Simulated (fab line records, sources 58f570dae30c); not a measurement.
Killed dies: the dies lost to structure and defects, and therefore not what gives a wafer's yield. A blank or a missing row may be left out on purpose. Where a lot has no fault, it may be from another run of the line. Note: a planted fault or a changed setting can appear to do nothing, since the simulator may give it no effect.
8D (eight disciplines) problem report, filled in by code | flow berkeley-cmos170 | the parts of the form that need people (team, actions taken, sign-off) are left out

== 1. WHAT IS WRONG ==
Across 6 wafers from 2 lots, NVT_TW at UCB170_NVT_TW_MEAS_09 averages 474, while fault-free wafers read 530 with a standard deviation of 3.7. That is -15 standard deviations from the usual mean.
Earliest sighting: wafer L846.1 on film-metro-01 at day 10 09:46. The record has a number at this step for 42 wafers belonging to 14 lots. Rule for "out" (also "out of limits"): further than 4 standard deviations from the usual mean. The rest of the wafers with a number are treated as sound.

== 2. WHAT THIS IS AND IS NOT ==
question                    | is                           | is not
which readings at this step | NVT_TW                       | -
which lots                  | L846, L847                   | L830, L831, L833, L834, L835, L838, L839, L840, L849, L850, L851, L853
which wafers of those lots  | all that have a number       | -
read on which gauges        | film-metro-01, film-metro-04 | film-metro-02
when                        | from day 10 09:46            | up to then (24 sound wafers); but 12 sound wafers of L849, L850, L851, L853 came after

== 3. WHAT RULES OUT EACH SUSPECT ==
Counting: a tool at any process step up to the reading remains a suspect when it ran all the lots that are out and ran no sound lot after the first of those.
- ruled out: the gauge at UCB170_NVT_TW_MEAS_09. 2 gauges (film-metro-01, film-metro-04) read the wafers that are out.
- implanter-01 at UCB170_NVT_IMPLANT_07: kept. It ran every lot that is out, first L846 (day 10 09:31), and no sound lot after that; its last sound lot up to then is L839 (day 8 12:31). Its own readings are out on those wafers: beam-energy-keV.
Remaining after the count: implanter-01 at UCB170_NVT_IMPLANT_07.

== 4. THE CAUSE (what the simulator had put in) ==
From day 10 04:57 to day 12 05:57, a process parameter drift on implanter-01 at UCB170_NVT_IMPLANT_07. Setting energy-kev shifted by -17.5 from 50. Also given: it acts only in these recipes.
Counting left only this tool.

== 5. THE CHAIN OF EFFECTS, in route order ==
One row per reading whose mean, taken over the struck wafers that have a number, lies over 3 standard deviations from the usual. Only readings for which the record gives a usual standard deviation are gone through. hours: the time from each lot's start at the first step in this table that gives one to its start at this step, as a median over the lots. sigmas: the change in usual standard deviations.
hours | step                  | reading         | usual  | on struck wafers | change  | sigmas
0     | UCB170_NVT_IMPLANT_07 | beam-energy-keV | 50.001 | 32.514           | -17.487 | -99 or more
0     | UCB170_NVT_TW_MEAS_09 | NVT_TW          | 530    | 474              | -56     | -15
Here are the process steps it includes:
- UCB170_NVT_IMPLANT_07

== 6. HOW IT WOULD HAVE BEEN CAUGHT EARLIER ==
Counted from the fault's start at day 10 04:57, it took 5 hours until the first out-of-limits reading at a measuring or inspecting step in this record, taken at day 10 09:46.
The tool's own readings at UCB170_NVT_IMPLANT_07 were out on every struck wafer that the step has a row for (beam-energy-keV): an alarm limit on them would have fired on the first of those.
Among the 2 lots that are out, L847 began UCB170_NVT_IMPLANT_07 on implanter-01 after day 10 09:46. It would have been spared by a hold on the tool at that moment.
